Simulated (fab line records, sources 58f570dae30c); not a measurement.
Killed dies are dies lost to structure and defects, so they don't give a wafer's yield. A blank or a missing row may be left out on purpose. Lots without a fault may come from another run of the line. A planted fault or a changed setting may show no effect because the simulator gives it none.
Which tool did it? | flow berkeley_cmos170 | 11 lots, 33 wafers sampled, at 5 steps of a route of 331

WHAT THE GAUGES READ, wafer by wafer
UCB170_V1_THK_MEAS_01. Usual: V1_TEOS_THK 2000 nm, standard deviation 24.
lot  | measured     | on            | V1_TEOS_THK (nm) | flag
L355 | day 8 23:03  | film_metro-01 | 1998 2004 2044   |
L357 | day 9 01:34  | film_metro-04 | 1980 1969 1998   |
L356 | day 9 02:53  | film_metro-03 | 2003 2028 2007   |
L360 | day 9 15:58  | film_metro-04 | 1976 1995 1999   |
L359 | day 9 17:18  | film_metro-03 | 1966 1994 2005   |
L358 | day 9 18:37  | film_metro-03 | 1998 1993 2027   |
L365 | day 10 19:17 | film_metro-03 | 1963 1992 2000   |
L367 | day 11 06:32 | film_metro-03 | 2010 1984 2024   |
L374 | day 12 08:52 | film_metro-01 | 1989 2015 2016   |
L376 | day 12 20:48 | film_metro-04 | 1985 2015 2008   |
L378 | day 13 05:50 | film_metro-04 | 1984 1974 2019   |

UCB170_V2_CD_MEAS_12: target cd 700 nm. Usual: cd_nm 699.4 nm, standard deviation 1.2.
lot  | measured     | on        | cd_nm (nm)                          | flag
L355 | day 9 06:11  | cd_sem-02 | 698.3 699.9 698.2                   |
L357 | day 9 09:52  | cd_sem-02 | 698.4 698.9 698.3                   |
L356 | day 9 12:57  | cd_sem-02 | 700.3 699.7 700.4                   |
L360 | day 9 23:59  | cd_sem-01 | 698.0 698.9 699.2                   |
L359 | day 10 00:53 | cd_sem-01 | 699.8 699.4 701.2                   |
L358 | day 10 02:44 | cd_sem-02 | 699.4 700.4 698.9                   |
L365 | day 11 08:30 | cd_sem-01 | 679.5 680.0 679.7 679.2 680.4 679.6 | OFF
L367 | day 11 16:29 | cd_sem-01 | 685.7 682.8 683.5 685.6 683.3 684.0 | OFF
L374 | day 12 19:28 | cd_sem-01 | 700.5 698.8 700.0                   |
L376 | day 13 04:08 | cd_sem-01 | 697.8 699.2 699.4                   |
L378 | day 13 15:48 | cd_sem-01 | 699.5 696.4 698.5                   |

WHICH TOOL RAN EACH LOT (tool, then ch and the chambers of the sampled wafers, then the start)
lot  | UCB170_V1_CMP_02              | UCB170_M2_ETCH_17                  | UCB170_V2_PEB_10
L355 | cmp-02 ch 0,2,3, day 8 23:12  | rie_diel-01 ch 0,1,3, day 9 03:52  | litho_track-02 ch 0, day 9 05:55
L357 | cmp-02 ch 0,1, day 9 01:40    | rie_diel-02 ch 1,2,3, day 9 06:08  | litho_track-02 ch 0, day 9 09:35
L356 | cmp-01 ch 1,2,3, day 9 03:03  | rie_diel-01 ch 0,1,3, day 9 08:16  | litho_track-04 ch 0, day 9 12:20
L360 | cmp-01 ch 1,2, day 9 16:03    | rie_diel-02 ch 0,1,3, day 9 21:03  | litho_track-03 ch 0, day 9 23:44
L359 | cmp-02 ch 0,2,3, day 9 17:23  | rie_diel-01 ch 1,2,3, day 9 22:00  | litho_track-04 ch 0, day 10 00:37
L358 | cmp-01 ch 0,1,3, day 9 18:40  | rie_diel-04 ch 0,2, day 9 23:50    | litho_track-04 ch 0, day 10 02:28
L365 | cmp-01 ch 0,1,3, day 10 19:53 | rie_diel-02 ch 0,2,3, day 11 05:11 | litho_track-02 ch 0, day 11 08:14
L367 | cmp-02 ch 2,3, day 11 06:35   | rie_diel-01 ch 0,3, day 11 14:07   | litho_track-02 ch 0, day 11 16:13
L374 | cmp-02 ch 0,2,3, day 12 09:00 | rie_diel-02 ch 0,1,3, day 12 14:38 | litho_track-03 ch 0, day 12 19:13
L376 | cmp-02 ch 1,2,3, day 12 20:50 | rie_diel-01 ch 0,1,2, day 13 01:34 | litho_track-04 ch 0, day 13 03:53
L378 | cmp-02 ch 0,1,2, day 13 05:53 | rie_diel-04 ch 0,1,2, day 13 10:43 | litho_track-04 ch 0, day 13 15:00
- UCB170_V1_CMP_02: polishes SiO2.
- UCB170_M2_ETCH_17: etches BARC in N2/H2.
- UCB170_V2_PEB_10

WHAT THE TOOLS THEMSELVES READ (means of the sampled wafers that have a number; where no wafer has one, the mark that the record gives instead)
UCB170_V1_CMP_02. Usual: head_pressure_psi 6.001 psi, standard deviation 0.012; motor_current_A 16.2 A, standard deviation 1.6; retaining_ring_pressure_frac 1.000, standard deviation 0.0049.
lot  | tool   | head_pressure_psi (psi) | motor_current_A (A) | retaining_ring_pressure_frac | flag
L355 | cmp-02 | 5.984                   | 16.1                | 1.003                        |
L357 | cmp-02 | 5.992                   | 14.8                | 0.996                        |
L356 | cmp-01 | 5.996                   | 16.0                | 1.002                        |
L360 | cmp-01 | 6.007                   | 13.9                | 0.998                        |
L359 | cmp-02 | 5.998                   | 15.6                | 1.006                        |
L358 | cmp-01 | 6.005                   | 17.1                | 1.004                        |
L365 | cmp-01 | 6.003                   | 17.3                | 0.999                        |
L367 | cmp-02 | 6.007                   | 16.7                | 1.001                        |
L374 | cmp-02 | 5.999                   | 15.7                | 1.000                        |
L376 | cmp-02 | 6.001                   | 16.5                | 1.000                        |
L378 | cmp-02 | 5.994                   | 15.5                | 1.003                        |

UCB170_M2_ETCH_17. Usual: drypump_motor_current_A 5.5 A, standard deviation 0.47; n2_flow_sccm 100.01 sccm, standard deviation 0.29; oes_product_au 0.993 a.u., standard deviation 0.023; throttle_valve_pct 13.37 %, standard deviation 0.16.
lot  | tool        | drypump_motor_current_A (A) | n2_flow_sccm (sccm) | oes_product_au (a.u.) | throttle_valve_pct (%) | flag
L355 | rie_diel-01 | 5.5                         | 99.92               | 0.988                 | 13.31                  |
L357 | rie_diel-02 | 5.5                         | 99.82               | 1.006                 | 13.35                  |
L356 | rie_diel-01 | 5.5                         | 100.06              | 0.994                 | 13.31                  |
L360 | rie_diel-02 | 5.8                         | 100.33              | 0.989                 | 13.31                  |
L359 | rie_diel-01 | 5.3                         | 99.73               | 1.005                 | 13.46                  |
L358 | rie_diel-04 | 5.1                         | 100.36              | 0.964                 | 13.28                  |
L365 | rie_diel-02 | 5.7                         | 99.96               | 0.987                 | 13.37                  |
L367 | rie_diel-01 | 6.0                         | 100.12              | 1.001                 | 13.31                  |
L374 | rie_diel-02 | 5.8                         | 100.02              | 1.000                 | 13.31                  |
L376 | rie_diel-01 | 5.7                         | 100.27              | 0.998                 | 13.25                  |
L378 | rie_diel-04 | 5.1                         | 100.00              | 0.987                 | 13.32                  |

UCB170_V2_PEB_10. Usual: heater_power_total_W 56.80 W, standard deviation 0.047; plate_temp_C 129.96 C, standard deviation 0.13; resist_line_temp_C 23.02 C, standard deviation 0.11.
lot  | tool           | heater_power_total_W (W) | plate_temp_C (C) | resist_line_temp_C (C) | flag
L355 | litho_track-02 | 56.79                    | 129.98           | 23.08                  |
L357 | litho_track-02 | 56.80                    | 130.05           | 22.86                  |
L356 | litho_track-04 | 56.83                    | 129.97           | 22.99                  |
L360 | litho_track-03 | 56.81                    | 129.96           | 23.05                  |
L359 | litho_track-04 | 56.83                    | 129.95           | 23.08                  |
L358 | litho_track-04 | 56.79                    | 129.85           | 23.17                  |
L365 | litho_track-02 | 55.32                    | 127.24           | 23.03                  | OFF
L367 | litho_track-02 | 55.28                    | 127.09           | 22.95                  | OFF
L374 | litho_track-03 | 56.77                    | 130.09           | 23.11                  |
L376 | litho_track-04 | 56.81                    | 130.02           | 22.91                  |
L378 | litho_track-04 | 56.80                    | 129.87           | 22.91                  |

THE ANSWER, worked out from the rows above alone
Rule: a lot is off if the mean of its wafers that have a number lies more than 3 standard deviations from the usual mean. A lot without any number at a reading at which 4 lots or more have one is off too. The other lots that the step has rows for count as sound. The gauges are gone through in route order, then the tools' own readings, and for those a lot's mean is taken as printed above. The first step at which some lot is off is used, and at that step the reading that is off furthest; a lot without a number counts as furthest.
Off: L365, L367, at UCB170_V2_CD_MEAS_12 (cd_nm).
A tool fits if, at a process step before that reading, it ran every lot that is off, and no sound lot after the first of them. The gauges at UCB170_V2_CD_MEAS_12 aren't tried: what is off there is off at UCB170_V2_PEB_10 too, on other tools, and a gauge's error can't cause that. One fits: litho_track-02 at UCB170_V2_PEB_10. Its last sound lot is L357 (day 9 09:35), its first lot that is off L365 (day 11 08:14): a fault that began between those two fits.
The tool's own readings at UCB170_V2_PEB_10 bear it out: on the lots that are off they differ by more than 5 times the standard deviation of the sound lots' means. heater_power_total_W reads 55.30 W there against 56.80 W on the sound lots; plate_temp_C reads 127.16 C there against 129.97 C on the sound lots.

WHAT THE SIMULATOR HAD PUT IN
Process parameter drift: litho_track-02, from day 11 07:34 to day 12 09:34, at UCB170_V2_PEB_10. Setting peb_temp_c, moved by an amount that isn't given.
Lots struck among those shown: L365, L367. The rule above found the same.
